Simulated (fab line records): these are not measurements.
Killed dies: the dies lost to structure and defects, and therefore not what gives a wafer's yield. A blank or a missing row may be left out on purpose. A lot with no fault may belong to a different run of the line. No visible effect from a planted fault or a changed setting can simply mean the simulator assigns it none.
A lot that was struck, set against a sound lot    flow rit_cmos    15 out of 202 route steps
Sound: these wafers, L790.3, L790.4, L790.6. Wafers struck: L798.3, L798.4, L798.6. The cause comes at the end.
Order at every step that has rows: each side's tool, ch and its chambers, its first start. Under that, the readings that differ: sound wafers    struck wafers    difference of the means    sigmas: that difference in standard deviations of wafers without a fault.
alike: words and numbers the same on both sides, and readings whose means are apart by under 2 such deviations; not compared: readings that were withheld, readings missing a value for some wafer, numbers with overlapping values and no deviation given by the record, and bounds like >300 which may hide the same value.
Wherever a step has rows on one side only, a row that says differs or no value, or a row with sigmas, the two part there. When numbers do not overlap yet have no deviation, they are printed without sigmas and do not part them. Lack of a reading on every wafer of one side parts them only where that side has two or more wafers.

RIT_ACTIVE_THK_MEAS_04:
  sound on film_metro-04 at day 2 10:49; struck on film_metro-04 at day 4 02:54
  alike: ACTIVE_NITRIDE_THK
then, 6 steps without rows for these wafers: RIT_ACTIVE_HMDS_05 (prime time 60 s); RIT_ACTIVE_COAT_06 (resist thk 1000 nm); RIT_ACTIVE_SOFTBAKE_07 (time 60 s); RIT_ACTIVE_EXPOSE_08 (exposes mask M1, target cd 1400 nm); RIT_ACTIVE_PEB_09; RIT_ACTIVE_DEVELOP_10 (develop time 50 s).
RIT_ACTIVE_CD_MEAS_11 targets a cd of 1400 nm.
  sound on cd_sem-01 at day 2 11:52; struck on cd_sem-01 at day 4 03:58
  alike: cd_nm
then, 1 step without rows for these wafers: RIT_ACTIVE_HARDBAKE_12 (time 60 s).
RIT_ACTIVE_ETCH_13: etches Si3N4 in SF6, stops on SiO2, time 210 s, target depth 210 nm.
  sound on rie_diel-03 ch 0,3, day 2 12:05; struck on rie_diel-03 ch 1,3, day 4 04:16
  alike: drypump_motor_current_A, oes_product_au, throttle_valve_pct
  not compared: rf_hours_counter_h
RIT_ACTIVE_STRIP_14: strips in O2, time 180 s.
  sound on plasma_asher-03 ch 0,1, day 2 12:17; struck on plasma_asher-01 ch 0,1, day 4 04:28
  alike: drypump_motor_current_A
  not compared: rf_hours_counter_h
RIT_ACTIVE_CD_MEAS_90 targets a cd of 1400 nm.
  sound on cd_sem-01 at day 2 12:26; struck on cd_sem-01 at day 4 04:37
  alike: cd_nm
RIT_ACTIVE_CLEAN_15: cleans in SC1, time 600 s.
  sound on wet_bench-02 ch 2, day 2 12:31; struck on wet_bench-01 ch 3, day 4 04:41
  no value came back on the struck wafers for bath_guard_temp_C (C), bath_heat_duty_pct (%); on the sound wafers bath_guard_temp_C (C) reads 74.8 74.5 74.5
then, 1 step without rows for these wafers: RIT_ACTIVE_CLEAN_16 (cleans in dHF, time 30 s).
RIT_M1_PROBE_99:
  rows exist in the record for the sound wafers here (prober-01, day 4 16:14), none for the struck ones

== WHERE THEY PART ==
Last at RIT_M1_PROBE_99 as far as this record goes, first at RIT_ACTIVE_CLEAN_15.

WHY: what had been put in by the simulator
Beginning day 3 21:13, the whole step at RIT_ACTIVE_CLEAN_15 was skipped on wet_bench-01. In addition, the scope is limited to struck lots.
